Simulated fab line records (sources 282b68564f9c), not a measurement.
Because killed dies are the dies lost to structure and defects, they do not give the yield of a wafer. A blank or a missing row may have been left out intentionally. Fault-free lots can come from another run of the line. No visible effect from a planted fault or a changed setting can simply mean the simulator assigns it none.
fab line records | flow rit-cmos
record: lots: 14 wafers: 42 last-day: 7
route steps=202 shown PLDD@122 M1@202
lots with no fault: from the same line, run without faults
start-h: start of the lot's first displayed wafer, in hours after the record's first day | wait-h: hours since the lot's step before | " same as the row above | L1.1+2: one row covering several wafers at once | - value missing, or start not given | * or withheld: withheld | < > ~ a bound
route shown NAME@n: a module of which the file shows steps, and the number in the route of the first | usual: the fault-free wafers' mean and standard deviation | same: alike in all rows | chamber/n: place in a boat | sites: each site's reading | _std_site: their standard deviation | _edge_site: the outer-site mean with the inner-site mean subtracted | radius-mm: for every site, how far away it sits from the centre of the wafer | mask NAME#n: copy n | behind: the last tool/chamber to shape the wafer | hold: the reason the lot was held/the length of the hold in hours/how it ended | device: names the non-switching transistor (n, p or np) | end of line: tests of these same wafers at the route's end | step lacking rows: just its recipe | killed: the dies lost at the first sort to structure and to defects; this is not the yield of the wafer | map: per-die view of a wafer (x killed, . not killed, _ where there is no die)
set.NAME: setting as actually run; set.NAME@STEP: the setting as run at that earlier step | model.NAME: the simulator's own value behind a step, which no gauge read
one table for each step of the route and one row for each wafer, over a sample of lots
services: a tool's chamber out of use, with start hour (start-h, from the record's first day; less than 0 if before it), hours out, and reason
== steps ==
step: RIT_PLDD_IMPLANT_08
recipe: species: BF2 energy-kev: 20 dose-cm2: 9e+14 tilt-deg: 7
usual: beam-energy-keV: 20.000/0.0058
columns lot.wafer tool chamber start-h wait-h beam-energy-keV
L393.3 implanter-01 0 48.25 0.1 20.001
L393.4 " 0 " " 20.006
L393.5 " 0 " " 20.002
L394.2 implanter-02 0 51.30 0.1 19.994
L394.4 " 0 " " 20.001
L394.6 " 0 " " 19.993
L395.1 implanter-02 0 55.26 0.1 20.010
L395.3 " 0 " " 20.002
L395.6 " 0 " " 20.006
L396.2 implanter-02 0 61.81 0.1 19.996
L396.3 " 0 " " 19.993
L396.5 " 0 " " 19.991
L397.3 implanter-02 0 63.78 0.1 20.010
L397.4 " 0 " " 20.000
L397.6 " 0 " " 20.012
L400.2 implanter-04 0 82.32 0.1 20.004
L400.4 " 0 " " 20.007
L400.5 " 0 " " 20.002
L401.3 implanter-02 0 84.62 0.1 20.005
L401.4 " 0 " " 19.991
L401.6 " 0 " " 19.992
L402.2 implanter-02 0 88.94 0.1 19.998
L402.4 " 0 " " 20.000
L402.6 " 0 " " 20.000
L409.3 implanter-01 0 124.79 0.1 20.007
L409.4 " 0 " " 19.994
L409.6 " 0 " " 19.996
L410.1 implanter-04 0 128.75 0.1 20.003
L410.2 " 0 " " 19.996
L410.3 " 0 " " 20.005
L411.1 implanter-04 0 133.21 0.1 20.004
L411.5 " 0 " " 19.994
L411.6 " 0 " " 20.000
L414.1 implanter-02 0 148.86 0.1 20.001
L414.3 " 0 " " 19.998
L414.4 " 0 " " 19.999
L415.2 implanter-01 0 154.01 0.1 20.013
L415.3 " 0 " " 20.006
L415.4 " 0 " " 20.000
L416.1 implanter-01 0 158.72 0.1 20.010
L416.2 " 0 " " 20.001
L416.3 " 0 " " 19.997
step: RIT_PLDD_TW_MEAS_10
usual: PLDD_TW: 2355/26
columns lot.wafer tool chamber start-h wait-h PLDD_TW
L393.3 film-metro-01 - 48.55 0.1 2347
L393.4 " - " " 2341
L393.5 " - " " 2333
L394.2 film-metro-04 - 51.61 0.1 2388
L394.4 " - " " 2381
L394.6 " - " " 2379
L395.1 film-metro-01 - 55.59 0.1 2342
L395.3 " - " " 2340
L395.6 " - " " 2347
L396.2 film-metro-02 - 62.12 0.1 2386
L396.3 " - " " 2378
L396.5 " - " " 2387
L397.3 film-metro-04 - 64.08 0.1 2382
L397.4 " - " " 2387
L397.6 " - " " 2377
L400.2 film-metro-02 - 82.63 0.1 2400
L400.4 " - " " 2403
L400.5 " - " " 2410
L401.3 film-metro-04 - 84.91 0.1 2250
L401.4 " - " " 2244
L401.6 " - " " 2252
L402.2 film-metro-01 - 89.25 0.1 2200
L402.4 " - " " 2203
L402.6 " - " " 2202
L409.3 film-metro-01 - 125.09 0.1 2347
L409.4 " - " " 2341
L409.6 " - " " 2330
L410.1 film-metro-04 - 129.07 0.1 2375
L410.2 " - " " 2392
L410.3 " - " " 2367
L411.1 film-metro-02 - 133.53 0.1 2364
L411.5 " - " " 2357
L411.6 " - " " 2357
L414.1 film-metro-01 - 149.18 0.1 2319
L414.3 " - " " 2321
L414.4 " - " " 2337
L415.2 film-metro-04 - 154.32 0.1 2375
L415.3 " - " " 2388
L415.4 " - " " 2373
L416.1 film-metro-01 - 159.05 0.1 2328
L416.2 " - " " 2332
L416.3 " - " " 2329
step: RIT_SDANNEAL_RS_MEAS_06
recipe: thk-meas-gauge: four-point-probe
usual: PLDD_RS: 178.8/0.44
columns lot.wafer tool chamber start-h wait-h PLDD_RS[ohm/sq]
L393.3 film-metro-01 - 54.92 0.1 179.4
L393.4 " - " " 179.9
L393.5 " - " " 179.2
L394.2 film-metro-01 - 58.14 0.1 178.6
L394.4 " - " " 178.8
L394.6 " - " " 178.0
L395.1 film-metro-04 - 61.83 0.1 178.8
L395.3 " - " " 178.7
L395.6 " - " " 178.8
L396.2 film-metro-04 - 68.35 0.1 179.0
L396.3 " - " " 178.8
L396.5 " - " " 178.9
L397.3 film-metro-01 - 70.25 0.1 178.4
L397.4 " - " " 179.1
L397.6 " - " " 178.7
L400.2 film-metro-02 - 88.95 0.1 178.8
L400.4 " - " " 178.8
L400.5 " - " " 178.7
L401.3 film-metro-02 - 91.29 0.1 200.0
L401.4 " - " " 200.6
L401.6 " - " " 201.2
L402.2 film-metro-04 - 95.84 0.1 201.9
L402.4 " - " " 200.2
L402.6 " - " " 201.0
L409.3 film-metro-02 - 131.35 0.1 179.7
L409.4 " - " " 178.4
L409.6 " - " " 179.6
L410.1 film-metro-01 - 135.43 0.1 178.7
L410.2 " - " " 178.7
L410.3 " - " " 178.7
L411.1 film-metro-02 - 140.03 0.1 179.1
L411.5 " - " " 178.6
L411.6 " - " " 178.4
L414.1 film-metro-02 - 155.38 0.1 179.5
L414.3 " - " " 178.7
L414.4 " - " " 179.4
L415.2 film-metro-04 - 160.68 0.1 179.1
L415.3 " - " " 178.4
L415.4 " - " " 179.3
L416.1 film-metro-01 - 165.20 0.1 179.1
L416.2 " - " " 178.1
L416.3 " - " " 178.6
step: RIT_M1_PROBE_99
usual: killed-at-contacts: 0.1/0.26 killed-at-front-end: 7/3.2 killed-dies: 7/3.2 killed-open: 3.2/2.1 killed-short: 3.7/2.1
same: gross-dies: 264 killed_at_M0_to_M3: 0 killed_at_M4_up: 0 killed-at-back-side: 0 killed-at-other: 0
columns lot.wafer tool chamber start-h wait-h killed-at-contacts killed-at-front-end killed-dies killed-open killed-short
L400.2 prober-01 - 96.36 0.1 0 8 8 3 5
L400.4 prober-01 - 96.46 0.2 0 9 9 1 8
L400.5 prober-01 - 96.51 0.2 0 9 9 6 3
L401.3 prober-02 - 98.77 0.2 0 6 6 3 3
L401.4 prober-02 - 98.82 0.2 0 8 8 4 4
L401.6 prober-02 - 98.92 0.2 0 1 1 0 1
L402.2 prober-01 - 103.36 0.1 0 4 4 1 3
L402.4 prober-01 - 103.46 0.2 0 11 11 4 7
L402.6 prober-01 - 103.56 0.2 0 12 12 9 3
L414.1 prober-01 - 162.38 0.1 0 6 6 2 4
L414.3 prober-01 - 162.48 0.2 0 7 7 4 3
L414.4 prober-01 - 162.53 0.2 1 3 4 3 1
L415.2 prober-02 - 167.89 0.1 0 3 3 1 2
L415.3 prober-02 - 167.94 0.2 0 14 14 3 11
L415.4 prober-02 - 167.99 0.2 0 4 4 3 1
killed by level:class
L400.2 FOX1:geometric-particle:short=3 FOX2:geometric-particle:open=1 GATE:geometric-particle:open=1 REOX:geometric-particle:open=1 SPACER:geometric-particle:short=1 SILICIDE:geometric-particle:short=1
L400.4 GATE:geometric-particle:short=5 FOX2:geometric-particle:short=2 FOX1:geometric-particle:open=1 SILICIDE:geometric-particle:short=1
L400.5 GATE:geometric-particle:open=3 SILICIDE:geometric-particle:short=2 FOX2:geometric-particle:open=1 GATE:geometric-particle:short=1 REOX:geometric-particle:open=1 SPACER:geometric-particle:open=1
L401.3 GATE:geometric-particle:open=2 SPACER:geometric-particle:short=2 FOX2:geometric-particle:short=1 SPACER:geometric-particle:open=1
L401.4 FOX1:geometric-particle:short=1 FOX2:geometric-particle:short=1 FOX2:geometric-particle:open=1 GATE:geometric-particle:open=1 GATE:geometric-particle:short=1 SPACER:geometric-particle:open=1 SPACER:geometric-particle:short=1 SILICIDE:geometric-particle:open=1
L401.6 SILICIDE:geometric-particle:short=1
L402.2 FOX1:geometric-particle:short=1 GATE:geometric-particle:short=1 REOX:geometric-particle:open=1 SPACER:geometric-particle:short=1
L402.4 GATE:geometric-particle:short=3 SPACER:geometric-particle:open=3 FOX1:geometric-particle:open=1 FOX1:geometric-particle:short=1 FOX2:geometric-particle:short=1 REOX:geometric-particle:short=1 SPACER:geometric-particle:short=1
L402.6 GATE:geometric-particle:open=4 FOX1:geometric-particle:open=3 GATE:geometric-particle:short=2 FOX1:geometric-particle:short=1 SPACER:geometric-particle:open=1 SILICIDE:geometric-particle:open=1
L414.1 GATE:geometric-particle:short=3 GATE:geometric-particle:open=1 SPACER:geometric-particle:short=1 SILICIDE:geometric-particle:open=1
L414.3 GATE:geometric-particle:open=2 FOX1:geometric-particle:short=1 GATE:geometric-particle:short=1 REOX:geometric-particle:open=1 SILICIDE:geometric-particle:short=1 SILICIDE:geometric-particle:open=1
L414.4 GATE:geometric-particle:open=2 SPACER:geometric-particle:short=1 CONTACT:geometric-particle:open=1
L415.2 GATE:geometric-particle:short=2 GATE:geometric-particle:open=1
L415.3 FOX2:geometric-particle:short=5 FOX1:geometric-particle:open=2 GATE:geometric-particle:short=2 REOX:geometric-particle:short=2 FOX1:geometric-particle:short=1 FOX2:geometric-particle:open=1 SPACER:geometric-particle:short=1
L415.4 REOX:geometric-particle:open=2 SILICIDE:geometric-particle:short=1 SILICIDE:geometric-particle:open=1
== services ==
columns tool chamber start-h hours kind
implanter-01 - 46.12 1.4 repair
implanter-02 - 71.86 1.0 repair
implanter-04 - 84.53 8.6 pm
implanter-02 - 129.46 7.3 pm
implanter-04 - 133.93 5.2 pm
== key ==
first-sign: step: RIT_PLDD_TW_MEAS_10 reading: PLDD_TW direction: down sigmas: 4.9 usual: 2355 struck: 2225
effect: step: RIT_SDANNEAL_RS_MEAS_06 reading: PLDD_RS direction: up sigmas: 50 usual: 178.8 struck: 200.8
met-at RIT_PLDD_IMPLANT_08
struck-lots L401,L402
tester-left-out L401,L402
onset-between 63.78 84.62
fault: kind: process-parameter-drift tool: implanter-02 chamber: - onset-h: 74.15 steps: RIT_PLDD_IMPLANT_08 channel: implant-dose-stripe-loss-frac offset: 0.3 shape: step end-h: 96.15
tester-left-out: of these lots the tester's yield and bins aren't shown, on N5 and GAA mostly nor the transistor test; their killed dies are dies lost to structure and defects alone, not to doping, threshold or leakage, so they don't give the yield
